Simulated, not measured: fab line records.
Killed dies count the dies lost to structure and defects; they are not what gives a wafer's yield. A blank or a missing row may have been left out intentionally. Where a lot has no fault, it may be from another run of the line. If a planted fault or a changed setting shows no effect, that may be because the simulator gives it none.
A struck lot beside a sound one	flow ritCmos	14 steps out of a route of 202
Sound: wafers L832.2, L832.4, L832.5. Wafers struck: L837.1, L837.5, L837.6. At the end, the cause is stated.
At each step with rows: each side's tool, then ch and its chambers, then its first start. Under that, the readings that differ: sound wafers	struck wafers	difference of the means	sigmas: that difference in standard deviations of wafers without a fault.
alike: readings whose means differ by less than 2 such deviations, and words and numbers that are the same on both sides. not compared: withheld readings, readings that some wafer has no value for, bounds like >300 that may hide the same value, and numbers for which the record gives no deviation and whose values overlap.
The two part at a step that has a row with sigmas, a row that says differs or no value, or rows on one side only. When numbers do not overlap yet have no deviation, they are printed without sigmas and do not part them. Lack of a reading on every wafer of one side parts them only where that side has two or more wafers.

RIT_CONTACT_CVD_00: deposits SiO2 from TEOS, target thk 400 nm, time 61 s.
  sound on pecvd-02 ch 0,1,2, day 3 18:13; struck on pecvd-03 ch 0,1, day 4 19:19
  alike: heaterPowerW
RIT_CONTACT_THK_MEAS_01:
  sound on filmMetro-04 at day 3 18:16; struck on filmMetro-02 at day 4 19:23
  alike: CONTACT_TEOS_THK
then, 6 steps without rows for these wafers: RIT_CONTACT_HMDS_02 (prime time 60 s); RIT_CONTACT_COAT_03 (resist thk 1000 nm); RIT_CONTACT_SOFTBAKE_04 (time 60 s); RIT_CONTACT_EXPOSE_05 (exposes mask M11, target cd 1000 nm); RIT_CONTACT_PEB_06; RIT_CONTACT_DEVELOP_07 (develop time 123.9 s).
RIT_CONTACT_CD_MEAS_08: the cd target is 1000 nm.
  sound on cdSem-01 at day 3 19:26; struck on cdSem-02 at day 4 20:27
  alike: cdNm
RIT_CONTACT_OVL_MEAS_09:
  sound on overlay-01 at day 3 19:32; struck on overlay-01 at day 4 20:34
  alike: CONTACT_OVL
then, 1 step without rows for these wafers: RIT_CONTACT_HARDBAKE_10 (time 60 s).
RIT_CONTACT_ETCH_11: etches SiO2 in CHF3/CF4/Ar, stops on TiSi2, target depth 480 nm, time 320 s.
  sound on rieDiel-01 ch 0,1,3, day 3 19:43; struck on rieDiel-01 ch 0,2,3, day 4 20:46
  alike: cf4FlowSccm, drypumpMotorCurrentA, oesProductAu, throttleValvePct
  not compared: rfHoursCounterH
RIT_CONTACT_STRIP_12: strips in O2, time 180 s.
  sound on plasmaAsher-04 ch 1, day 3 19:55; struck on plasmaAsher-04 ch 0,1, day 4 20:57
  no value came back on the struck wafers for chamberPressureMTorr (mTorr), drypumpMotorCurrentA (A); on the sound wafers chamberPressureMTorr (mTorr) reads 4001 3998 4008
reading	sound	struck	difference	sigmas
model.NOVOLAK_of_CONTACT_COAT_03.thkNm (nm)	0 0 0	770.4 767.2 769.6	+769.1	
  not compared: rfHoursCounterH
RIT_CONTACT_CD_MEAS_90: the cd target is 1000 nm.
  sound on cdSem-02 at day 3 20:07; struck on cdSem-01 at day 4 21:08
  alike: cdNm

## WHERE THEY PART
Only at RIT_CONTACT_STRIP_12, within this record. Later steps at which nothing parts them and some readings are alike: RIT_CONTACT_CD_MEAS_90.

WHY: what had been put in by the simulator
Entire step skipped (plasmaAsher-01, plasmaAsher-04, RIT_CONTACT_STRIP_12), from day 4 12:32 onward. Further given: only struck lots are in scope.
